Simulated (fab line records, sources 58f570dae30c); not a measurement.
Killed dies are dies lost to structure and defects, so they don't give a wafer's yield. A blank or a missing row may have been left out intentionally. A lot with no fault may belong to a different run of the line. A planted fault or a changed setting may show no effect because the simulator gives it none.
Chamber matching ; flow berkeley_cmos170 ; 3 sister chambers for UCB170_SPACER_CVD_00 on pecvd-03
The step deposits SiO2 from TEOS/O2, target thk 376 nm, time 47 s. 16 wafers are shown with their chamber, then 8 later ones without.

## WAFERS PAIRED WITH THEIR CHAMBERS
wafer;chamber;susceptor_temp_C (C);heater_power_w (W)
L758.3;1;389.59;192
L758.4;2;390.30;273
L758.5;2;390.00;290
L755.2;2;389.96;305
L755.5;1;389.85;261
L755.6;2;390.19;232
L760.4;2;390.18;287
L760.5;0;389.76;277
L760.6;1;390.10;228
L767.1;0;389.78;236
L767.2;2;389.92;245
L767.3;1;389.84;279
L764.1;2;389.85;237
L764.2;0;389.70;247
L764.3;1;390.20;285
L773.3;0;389.96;228

SIGNATURES (averages over the wafers above)
reading;chamber 0;chamber 1;chamber 2;scatter within a chamber
susceptor_temp_C;389.8000;389.9160;390.0571;0.183
heater_power_w;247.00;249.00;267.00;30.9
Rule: a wafer lies at a distance from a chamber equal to the root of the sum of squares, over the readings, of (its reading less the chamber's mean, divided by the reading's scatter). The wafer belongs to the nearest chamber; if the next one is less than 2 further off, it can't be placed. The scatter: the root of (the sum of the squares of (reading less its chamber's mean) over the shown wafers, divided by (wafers less chambers)).

## WAFERS WHOSE CHAMBER IS MISSING
wafer;susceptor_temp_C (C);heater_power_w (W)
L773.4;389.98;283
L773.6;389.94;238
L775.2;390.22;258
L775.4;390.23;221
L775.5;390.06;289
L778.1;389.87;286
L778.2;389.93;234
L778.6;390.05;209

## WHICH CHAMBER EACH ONE RAN IN
wafer;from the rows above;in truth
L773.4;can't be placed: 2 or 1 or 0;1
L773.6;can't be placed: 1 or 0 or 2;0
L775.2;can't be placed: 2 or 1 or 0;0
L775.4;can't be placed: 2 or 1 or 0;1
L775.5;can't be placed: 2 or 1 or 0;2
L778.1;can't be placed: 2 or 1 or 0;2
L778.2;can't be placed: 1 or 0 or 2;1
L778.6;can't be placed: 1 or 0 or 2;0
0 of 8 placed correctly. Not placeable from these rows: 8 (in 8, the candidates include the true chamber). 0 placed wrongly.
